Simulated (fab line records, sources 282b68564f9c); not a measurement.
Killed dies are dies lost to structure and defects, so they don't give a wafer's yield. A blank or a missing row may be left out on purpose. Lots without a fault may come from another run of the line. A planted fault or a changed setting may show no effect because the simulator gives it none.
Problem report in the 8D (eight disciplines) form, filled by code | flow rit_cmos | the parts of the form that need people (team, actions taken, sign-off) are left out

1. THE PROBLEM
NLDD_OVL at RIT_NLDD_OVL_MEAS_06 reads a mean of -299.4 nm on 12 wafers of 4 lots; wafers without a fault read 0.1 nm with a standard deviation of 1.5. That is -99 or more standard deviations from the usual mean.
First seen on wafer L478.1, day 3 23:32, on overlay-02. The record holds 48 wafers of 16 lots with a number at this step. Rule for "out", or "out of limits": more than 4 standard deviations from the usual mean. The other wafers with a number count as sound.

2. WHAT IT IS AND WHAT IT IS NOT
question                    | is                     | is not
which readings at this step | NLDD_OVL               | -
which lots                  | L478, L482, L483, L484 | L472, L473, L474, L475, L476, L480, L481, L489, L490, L492, L493, L495
which wafers of those lots  | all that have a number | -
read on which gauges        | overlay-01, overlay-02 | -
when                        | from day 3 23:32       | up to then (15 sound wafers); but 21 sound wafers of L480, L481, L489, L490, L492, L493, L495 came after

3. SUSPECTS, AND WHAT RULES EACH OUT
Counting: a tool at a process step up to the reading stays a suspect if it ran every lot that is out and no sound lot after the first of them.
- the gauge at RIT_NLDD_OVL_MEAS_06: ruled out. The wafers that are out were read on 2 gauges (overlay-01, overlay-02).
- iline_stepper-01 at RIT_NLDD_EXPOSE_03 (exposes mask M7, target cd 40700 nm): kept. It ran every lot that is out, first L478 (day 3 23:08), and no sound lot after that; its last sound lot up to then is L476 (day 3 13:52).
Left after counting: iline_stepper-01 at RIT_NLDD_EXPOSE_03.

4. THE CAUSE (what the simulator had put in)
Scanner matching overlay: iline_stepper-01, from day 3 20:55 on, at RIT_NLDD_EXPOSE_03. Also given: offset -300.
Counting left only this tool.

5. THE CHAIN OF EFFECTS, in route order
Each row: a reading whose mean over the struck wafers that have a number lies more than 3 standard deviations from the usual. Only readings for which the record gives a usual standard deviation are gone through. hours: the time from each lot's start at the first step in this table that gives one to its start at this step, as a median over the lots. sigmas: the change in usual standard deviations.
hours | step                 | reading  | usual  | on struck wafers | change | sigmas
0     | RIT_NLDD_OVL_MEAS_06 | NLDD_OVL | 0.1 nm | -299.4           | -299.5 | -99 or more
Later measuring or inspecting steps at which every struck wafer that the step has a row for has a number for every such reading, and none has moved that far: RIT_PSD_OVL_MEAS_06.

6. WHAT WOULD HAVE CAUGHT IT SOONER
In this record the first reading out of limits at a measuring or inspecting step was taken at day 3 23:32, 3 hours after the fault began at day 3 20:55.
Of the tool readings at RIT_NLDD_EXPOSE_03 for which the record gives a usual standard deviation, none was out on any struck wafer, so an alarm limit of 4 standard deviations on them would not have fired.
Of the lots that are out (4), L482, L483, L484 began RIT_NLDD_EXPOSE_03 on iline_stepper-01 after day 3 23:32. A hold on the tool at that time would have spared those 3.
